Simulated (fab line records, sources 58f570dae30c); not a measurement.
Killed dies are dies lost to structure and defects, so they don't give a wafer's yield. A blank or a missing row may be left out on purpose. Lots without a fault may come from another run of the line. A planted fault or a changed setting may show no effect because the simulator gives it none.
Chamber matching | flow berkeley_cmos170 | UCB170_NWELL_ETCH_13 on rie_diel-04: 4 sister chambers
The step etches Si3N4 in CH3F/Ar/O2, stops on SiO2, target depth 246.4 nm, time 151.2 s. 4 wafers are shown with their chamber, then 7 later ones without.

WAFERS WITH THEIR CHAMBER
wafer  | chamber | drypump_motor_current_A (A)
L953.2 | 0       | 6.1
L953.4 | 2       | 6.5
L957.1 | 1       | 6.1
L957.5 | 3       | 5.0

WAFERS WITHOUT THEIR CHAMBER
wafer  | drypump_motor_current_A (A)
L957.6 | 6.5
L958.1 | 4.9
L958.3 | 6.5
L958.6 | 6.0
L963.2 | 6.0
L963.3 | 6.5
L963.4 | 6.5

WHICH CHAMBER EACH WENT THROUGH
wafer  | from the rows above     | in truth
L957.6 | 2                       | 2
L958.1 | 3                       | 3
L958.3 | 2                       | 2
L958.6 | can't be placed: 0 or 1 | 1
L963.2 | can't be placed: 0 or 1 | 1
L963.3 | 2                       | 2
L963.4 | 2                       | 2
Placed correctly: 5 of 7. Can't be placed from these rows: 2 (the true chamber is among the candidates in 2). Placed wrongly: 0.
How it was worked out, from the rows above alone: a wafer's distance from a chamber is the root of the sum, over the readings, of the square of ((its reading less the chamber's mean) divided by the reading's scatter). The wafer belongs to the nearest chamber; if the next one is less than 2 further off, it can't be placed. A chamber's mean is the mean of its shown wafers. The scatter: with one shown wafer a chamber, the root of the mean of the squares of how far each hidden wafer lies from its nearest shown one.
